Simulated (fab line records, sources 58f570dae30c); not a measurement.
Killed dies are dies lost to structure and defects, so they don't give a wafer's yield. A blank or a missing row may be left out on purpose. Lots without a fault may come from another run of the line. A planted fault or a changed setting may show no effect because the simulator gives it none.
Which tool did it? | flow berkeley_cmos170 | 14 lots, 42 wafers sampled, at 4 steps of a route of 331

WHAT THE GAUGES READ, wafer by wafer
The record holds no reading of a measuring or inspecting step that can be judged against a usual standard deviation.

WHICH TOOL RAN EACH LOT (tool, then ch and the chambers of the sampled wafers, then the start)
lot  | UCB170_ACTIVE_PEB_11                        | UCB170_ACTIVE_DEVELOP_12         | UCB170_PFIELD_STRIP_08              | UCB170_SPACER_ETCHBACK_03
L299 | litho_track-04 ch 0, day 4 17:54            | litho_track-04 ch 0, day 4 18:00 | plasma_asher-04 ch 0,1, day 4 20:23 | rie_diel-02 ch 0,1,3, day 7 13:45
L300 | litho_track-03 ch 0, day 4 18:06            | litho_track-03 ch 0, day 4 18:00 | plasma_asher-02 ch 0,1, day 4 20:38 | rie_diel-03 ch 0,1,2, day 7 13:45
L302 | litho_track-03 ch 0, day 5 08:20            | litho_track-03 ch 0, day 5 08:00 | plasma_asher-03 ch 0,1, day 5 10:25 | rie_diel-02 ch 0,1, day 8 05:04
L301 | litho_track-03 ch 0, day 5 12:56            | litho_track-03 ch 0, day 5 13:00 | plasma_asher-04 ch 0,1, day 5 15:06 | rie_diel-03 ch 1,2,3, day 8 05:04
L305 | litho_track-01 ch 0, day 5 21:00            | litho_track-01 ch 0, day 5 21:00 | plasma_asher-04 ch 0,1, day 6 00:13 | rie_diel-02 ch 2,3, day 8 15:54
L306 | litho_track-03 ch 0, day 6 13:02            | litho_track-03 ch 0, day 6 13:00 | plasma_asher-03 ch 0,1, day 6 15:25 | rie_diel-02 ch 0,1,3, day 9 15:40
L309 | litho_track-03 ch 0, day 6 21:16            | litho_track-03 ch 0, day 6 21:00 | plasma_asher-03 ch 0,1, day 6 23:54 | rie_diel-02 ch 1,2,3, day 9 23:40
L314 | litho_track-01 ch 0, day 8 00:00            | litho_track-01, day 8 00:00      | -                                   | -
L316 | litho_track-04 ch 0, day 8 08:47            | litho_track-04, day 8 08:00      | -                                   | -
L317 | litho_track-01 ch 0, day 8 09:00 or earlier | litho_track-01 ch 0, day 8 09:00 | plasma_asher-04 ch 0,1, day 8 12:07 | rie_diel-03 ch 0,3, day 11 08:41
L318 | litho_track-01 ch 0, day 9 02:59            | litho_track-01 ch 0, day 9 03:00 | plasma_asher-02 ch 1, day 9 05:16   | rie_diel-04 ch 2,3, day 12 00:31
L319 | litho_track-04 ch 0, day 9 03:18            | litho_track-04 ch 0, day 9 03:00 | plasma_asher-04 ch 0,1, day 9 05:43 | rie_diel-03 ch 0,1,3, day 12 00:31
L321 | litho_track-01 ch 0, day 9 10:26            | litho_track-01 ch 0, day 9 10:00 | plasma_asher-02 ch 0,1, day 9 13:49 | rie_diel-02 ch 1,2,3, day 12 07:46
L320 | litho_track-03 ch 0, day 9 10:43            | litho_track-03 ch 0, day 9 10:00 | plasma_asher-03 ch 0,1, day 9 13:37 | rie_diel-04 ch 0,2, day 12 07:46
- UCB170_ACTIVE_PEB_11
- UCB170_ACTIVE_DEVELOP_12: develop time 45 s.
- UCB170_PFIELD_STRIP_08: strips in O2.
- UCB170_SPACER_ETCHBACK_03: etches SiO2 in CHF3/CF4/Ar, stops on Si, target depth 376 nm, time 100 s.

WHAT THE TOOLS THEMSELVES READ (means of the sampled wafers that have a number; where no wafer has one, the mark that the record gives instead)
UCB170_ACTIVE_PEB_11.
lot  | tool           | plate_sensor_t_centre_C (C) | plate_sensor_t_edge_C (C)
L299 | litho_track-04 | 131.41                      | 131.52
L300 | litho_track-03 | 131.41                      | 131.53
L302 | litho_track-03 | 131.42                      | 131.54
L301 | litho_track-03 | 131.42                      | 131.53
L305 | litho_track-01 | 131.40                      | 131.54
L306 | litho_track-03 | 131.41                      | 131.52
L309 | litho_track-03 | 131.40                      | 131.52
L314 | litho_track-01 | 131.41                      | 131.53
L316 | litho_track-04 | 131.41                      | 131.52
L317 | litho_track-01 | 131.40                      | 131.53
L318 | litho_track-01 | 131.42                      | 131.52
L319 | litho_track-04 | 131.41                      | 131.54
L321 | litho_track-01 | 131.42                      | 131.54
L320 | litho_track-03 | 131.41                      | 131.53

UCB170_ACTIVE_DEVELOP_12.
lot  | tool           | chill_plate_temp_C (C)
L299 | litho_track-04 | 22.98
L300 | litho_track-03 | 23.05
L302 | litho_track-03 | 23.11
L301 | litho_track-03 | 23.05
L305 | litho_track-01 | 22.85
L306 | litho_track-03 | 23.05
L309 | litho_track-03 | 23.08
L314 | litho_track-01 | -
L316 | litho_track-04 | -
L317 | litho_track-01 | 23.07
L318 | litho_track-01 | 22.91
L319 | litho_track-04 | 22.87
L321 | litho_track-01 | 22.95
L320 | litho_track-03 | 23.06

UCB170_PFIELD_STRIP_08.
lot  | tool            | drypump_motor_current_A (A) | oes_product_au (a.u.) | strip_time_to_endpoint_s (s)
L299 | plasma_asher-04 | 5.62                        | 0.734                 | 21.60
L300 | plasma_asher-02 | 5.35                        | 0.739                 | 21.64
L302 | plasma_asher-03 | 5.77                        | 0.734                 | 21.69
L301 | plasma_asher-04 | 5.44                        | 0.726                 | 21.60
L305 | plasma_asher-04 | 5.45                        | 0.736                 | 21.72
L306 | plasma_asher-03 | 5.75                        | 0.737                 | 21.58
L309 | plasma_asher-03 | 5.74                        | 0.737                 | 21.57
L317 | plasma_asher-04 | 5.44                        | 0.732                 | 21.58
L318 | plasma_asher-02 | 5.22                        | 0.735                 | 21.62
L319 | plasma_asher-04 | 5.40                        | 0.735                 | 21.81
L321 | plasma_asher-02 | 5.47                        | 0.734                 | 21.58
L320 | plasma_asher-03 | 5.71                        | 0.730                 | 21.68

UCB170_SPACER_ETCHBACK_03.
lot  | tool        | drypump_motor_current_A (A) | oes_product_au (a.u.) | throttle_valve_pct (%)
L299 | rie_diel-02 | 5.91                        | 0.921                 | 6.62
L300 | rie_diel-03 | 5.70                        | 0.899                 | 6.51
L302 | rie_diel-02 | 5.67                        | 0.921                 | 6.64
L301 | rie_diel-03 | 5.58                        | 0.897                 | 6.51
L305 | rie_diel-02 | 5.93                        | 0.911                 | 6.42
L306 | rie_diel-02 | 5.91                        | 0.905                 | 6.63
L309 | rie_diel-02 | 5.83                        | 0.916                 | 6.50
L317 | rie_diel-03 | 5.59                        | 0.905                 | 6.44
L318 | rie_diel-04 | 6.12                        | 0.918                 | 6.56
L319 | rie_diel-03 | 5.61                        | 0.905                 | 6.47
L321 | rie_diel-02 | 5.82                        | 0.913                 | 6.49
L320 | rie_diel-04 | 6.14                        | 0.908                 | 6.45

THE ANSWER, worked out from the rows above alone
Rule: what is usual is taken from the lots themselves. Put in order of their means at a reading, lots are off if they are a third of the lots or fewer, leave a main group of 4 or more, and stand apart from it by a gap of 3 or more times the standard deviation of the main group's means; of several such gaps the widest counts. A main group whose means are all the same, to the digits that the tables above print for the reading, isn't used. A lot without any number at a reading at which 4 lots or more have one is off too. The other lots that the step has rows for count as sound. The gauges are gone through in route order, then the tools' own readings, and for those a lot's mean is taken as printed above. The first step at which some lot is off is used, and at that step the reading that is off furthest; a lot without a number counts as furthest.
Off: L314, L316, at UCB170_ACTIVE_DEVELOP_12 (chill_plate_temp_C). Without a number there: L314, L316. The main group: mean 23.00 C, standard deviation 0.084.
A tool fits if, at that step or a process step before it, it ran every lot that is off, and no sound lot after the first of them. UCB170_ACTIVE_PEB_11 gives no start for some lots, so the hours and the order of its lots are those of UCB170_ACTIVE_DEVELOP_12. None of those tried fits.

WHAT THE SIMULATOR HAD PUT IN
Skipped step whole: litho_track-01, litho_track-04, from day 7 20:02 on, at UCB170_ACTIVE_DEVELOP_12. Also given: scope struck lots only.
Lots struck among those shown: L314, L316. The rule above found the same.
